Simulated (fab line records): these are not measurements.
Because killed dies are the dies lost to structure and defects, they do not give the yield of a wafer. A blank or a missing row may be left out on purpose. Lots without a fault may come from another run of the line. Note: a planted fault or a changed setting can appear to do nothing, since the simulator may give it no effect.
Which tool is to blame? | flow berkeleyCmos170 | 42 wafers from 14 lots sampled at 5 of the route's 331 steps

== WHAT THE GAUGES SHOWED, per wafer ==
UCB170_NWELL_OVL_MEAS_12. Usual: NWELL_OVL -2 nm, standard deviation 5.2.
lot  | measured    | on         | NWELL_OVL (nm) | flag
L152 | day 2 16:50 | overlay-01 | -9 -8 -6       | 
L153 | day 2 19:52 | overlay-01 | -2 -6 -5       | 
L155 | day 3 06:43 | overlay-02 | -2 -3 -10      | 
L161 | day 4 18:31 | overlay-02 | 1 5 2          | 
L162 | day 4 18:47 | overlay-02 | 3 1 3          | 
L163 | day 5 06:21 | overlay-01 | -2 -2 -2       | 
L164 | day 5 06:05 | overlay-02 | -12 -14 -7     | 
L165 | day 5 13:20 | overlay-01 | -7 -11 0       | 
L166 | day 5 20:02 | overlay-02 | 7 2 2          | 
L167 | day 5 22:03 | overlay-01 | -2 7 3         | 
L168 | day 6 01:20 | overlay-02 | 0 -5 -10       | 
L169 | day 6 08:44 | overlay-02 | -5 -2 0        | 
L171 | day 6 16:52 | overlay-02 | 5 -3 6         | 
L172 | day 7 01:27 | overlay-01 | 2 6 6          | 

UCB170_PWELL_TW_MEAS_17. Usual: PWELL_TW 379.7, standard deviation 2.6.
lot  | measured    | on           | PWELL_TW          | flag
L152 | day 3 10:29 | filmMetro-04 | 379.7 379.8 379.6 | 
L153 | day 3 10:37 | filmMetro-03 | 381.1 380.5 383.5 | 
L155 | day 4 02:19 | filmMetro-03 | 376.0 377.9 376.5 | 
L161 | day 5 15:48 | filmMetro-03 | 376.8 378.7 376.5 | 
L162 | day 5 15:38 | filmMetro-01 | 381.6 380.6 382.5 | 
L163 | day 6 00:58 | filmMetro-04 | 380.2 377.7 381.6 | 
L164 | day 6 05:51 | filmMetro-03 | 376.9 377.2 376.0 | 
L165 | day 6 08:05 | filmMetro-03 | 377.4 378.3 380.0 | 
L166 | day 6 15:37 | filmMetro-03 | 375.1 376.4 376.8 | 
L167 | day 6 15:46 | filmMetro-04 | 378.6 379.9 379.2 | 
L168 | day 6 18:03 | filmMetro-01 | 385.1 382.0 384.4 | 
L169 | day 7 06:31 | filmMetro-04 | 376.9 376.5 377.9 | 
L171 | day 7 11:08 | filmMetro-03 | 377.2 377.6 378.7 | 
L172 | day 7 19:44 | filmMetro-01 | 381.3 381.5 382.0 | 

UCB170_PFIELD_OVL_MEAS_06. Usual: PFIELD_OVL 0 nm, standard deviation 4.9.
lot  | measured    | on         | PFIELD_OVL (nm) | flag
L152 | day 4 17:29 | overlay-02 | -2 -2 0         | 
L153 | day 4 17:06 | overlay-01 | 3 1 7           | 
L155 | day 5 06:28 | overlay-02 | 2 2 -3          | 
L161 | day 6 22:40 | overlay-01 | - - -           | OFF
L162 | day 6 23:09 | overlay-02 | - - -           | OFF
L163 | day 7 08:07 | overlay-02 | 5 -5 -3         | 
L164 | day 7 12:11 | overlay-02 | -5 6 -2         | 
L165 | day 7 12:28 | overlay-01 | 5 -2 2          | 
L166 | day 7 22:46 | overlay-01 | -2 -1 -3        | 
L167 | day 7 22:49 | overlay-01 | -2 8 -3         | 
L168 | day 8 01:38 | overlay-01 | -9 -3 -2        | 
L169 | day 8 15:40 | overlay-02 | 4 -2 -2         | 
L171 | day 8 22:50 | overlay-02 | 2 2 5           | 
L172 | day 9 07:20 | overlay-01 | 4 -10 -6        | 

== TOOL THAT RAN EACH LOT (tool first, then ch and the chambers of the sampled wafers, then the start) ==
lot  | UCB170_ZERO_ETCH_06              | UCB170_PFIELD_COAT_01
L152 | rieDiel-03 ch 1,2, day 2 05:52   | lithoTrack-01 ch 0, day 4 16:16
L153 | rieDiel-04 ch 1,2,3, day 2 09:30 | lithoTrack-01 ch 0, day 4 15:49
L155 | rieDiel-03 ch 1,2, day 2 19:09   | lithoTrack-01 ch 0, day 5 05:44
L161 | rieDiel-03 ch 0,1,2, day 4 03:21 | lithoTrack-01, day 6 21:58
L162 | rieDiel-03 ch 1,2,3, day 4 06:40 | lithoTrack-04, day 6 22:20
L163 | rieDiel-02 ch 0,1, day 4 16:49   | lithoTrack-01 ch 0, day 7 06:55
L164 | rieDiel-03 ch 1,2,3, day 4 16:56 | lithoTrack-04 ch 0, day 7 11:31
L165 | rieDiel-03 ch 0,1,3, day 5 02:47 | lithoTrack-01 ch 0, day 7 11:29
L166 | rieDiel-04 ch 0,1,3, day 5 05:55 | lithoTrack-04 ch 0, day 7 21:40
L167 | rieDiel-04 ch 1,2,3, day 5 09:26 | lithoTrack-02 ch 0, day 7 21:43
L168 | rieDiel-04 ch 2,3, day 5 13:22   | lithoTrack-04 ch 0, day 8 00:57
L169 | rieDiel-02 ch 0,1,3, day 5 18:59 | lithoTrack-02 ch 0, day 8 14:54
L171 | rieDiel-04 ch 2,3, day 6 04:16   | lithoTrack-01 ch 0, day 8 22:02
L172 | rieDiel-03 ch 0,1,3, day 6 11:40 | lithoTrack-02 ch 0, day 9 06:31
- UCB170_ZERO_ETCH_06: etches SiO2 in CHF3/CF4/Ar, time 12 s.
- UCB170_PFIELD_COAT_01: resist thk 900 nm.

== AS READ BY THE TOOLS THEMSELVES (means over the sampled wafers that have a number; for cases with no such wafer, the mark the record gives instead) ==
UCB170_ZERO_ETCH_06. Usual: drypumpMotorCurrentA 5.6 A, standard deviation 0.38; oesProductAu 0.617 a.u., standard deviation 0.01; throttleValvePct 9.23 %, standard deviation 0.12.
lot  | tool       | drypumpMotorCurrentA (A) | oesProductAu (a.u.) | throttleValvePct (%) | flag
L152 | rieDiel-03 | 5.7                      | 0.620               | 9.16                 | 
L153 | rieDiel-04 | 5.6                      | 0.609               | 9.32                 | 
L155 | rieDiel-03 | 5.7                      | 0.616               | 9.15                 | 
L161 | rieDiel-03 | 5.6                      | 0.625               | 9.20                 | 
L162 | rieDiel-03 | 5.6                      | 0.621               | 9.17                 | 
L163 | rieDiel-02 | 5.3                      | 0.605               | 9.39                 | 
L164 | rieDiel-03 | 5.5                      | 0.617               | 9.17                 | 
L165 | rieDiel-03 | 5.5                      | 0.627               | 9.20                 | 
L166 | rieDiel-04 | 5.8                      | 0.608               | 9.34                 | 
L167 | rieDiel-04 | 5.6                      | 0.604               | 9.31                 | 
L168 | rieDiel-04 | 5.4                      | 0.612               | 9.34                 | 
L169 | rieDiel-02 | 5.3                      | 0.609               | 9.31                 | 
L171 | rieDiel-04 | 5.5                      | 0.618               | 9.25                 | 
L172 | rieDiel-03 | 5.5                      | 0.622               | 9.19                 | 

UCB170_PFIELD_COAT_01. Usual: chillPlateTempC 23.01 C, standard deviation 0.099; dispensePressureKPa 51 kPa, standard deviation 3.1.
lot  | tool          | chillPlateTempC (C) | dispensePressureKPa (kPa) | flag
L152 | lithoTrack-01 | 23.07               | 46                        | 
L153 | lithoTrack-01 | 23.12               | 46                        | 
L155 | lithoTrack-01 | 23.07               | 46                        | 
L161 | lithoTrack-01 | -                   | -                         | OFF
L162 | lithoTrack-04 | -                   | -                         | OFF
L163 | lithoTrack-01 | 23.04               | 46                        | 
L164 | lithoTrack-04 | 22.88               | 53                        | 
L165 | lithoTrack-01 | 23.13               | 46                        | 
L166 | lithoTrack-04 | 23.08               | 53                        | 
L167 | lithoTrack-02 | 22.89               | 53                        | 
L168 | lithoTrack-04 | 23.01               | 53                        | 
L169 | lithoTrack-02 | 22.95               | 53                        | 
L171 | lithoTrack-01 | 23.11               | 46                        | 
L172 | lithoTrack-02 | 22.89               | 53                        | 

== THE ANSWER, worked out from the rows above alone ==
Rule: a lot is off if the mean of its wafers that have a number lies more than 3 standard deviations from the usual mean. Also off: a lot with no number at a reading for which 4 or more lots have one. Where the step has rows for the other lots, those lots are counted as sound. Order of review: gauges by route order, followed by the tools' own readings, for which a lot's mean as printed above is used. The first step at which some lot is off is used, and at that step the reading that is off furthest; a lot without a number counts as furthest.
Off: at UCB170_PFIELD_OVL_MEAS_06 (PFIELD_OVL), L161, L162. Without a number there: L161, L162.
If a tool, at a process step before that reading, ran all the lots that are off and no sound lot after the first of them, it fits. The gauges at UCB170_PFIELD_OVL_MEAS_06 aren't tried: what is off there is off at UCB170_PFIELD_COAT_01 too, on other tools, and a gauge's error can't cause that. No candidate that was tried fits.

== WHAT THE SIMULATOR HAD INSERTED ==
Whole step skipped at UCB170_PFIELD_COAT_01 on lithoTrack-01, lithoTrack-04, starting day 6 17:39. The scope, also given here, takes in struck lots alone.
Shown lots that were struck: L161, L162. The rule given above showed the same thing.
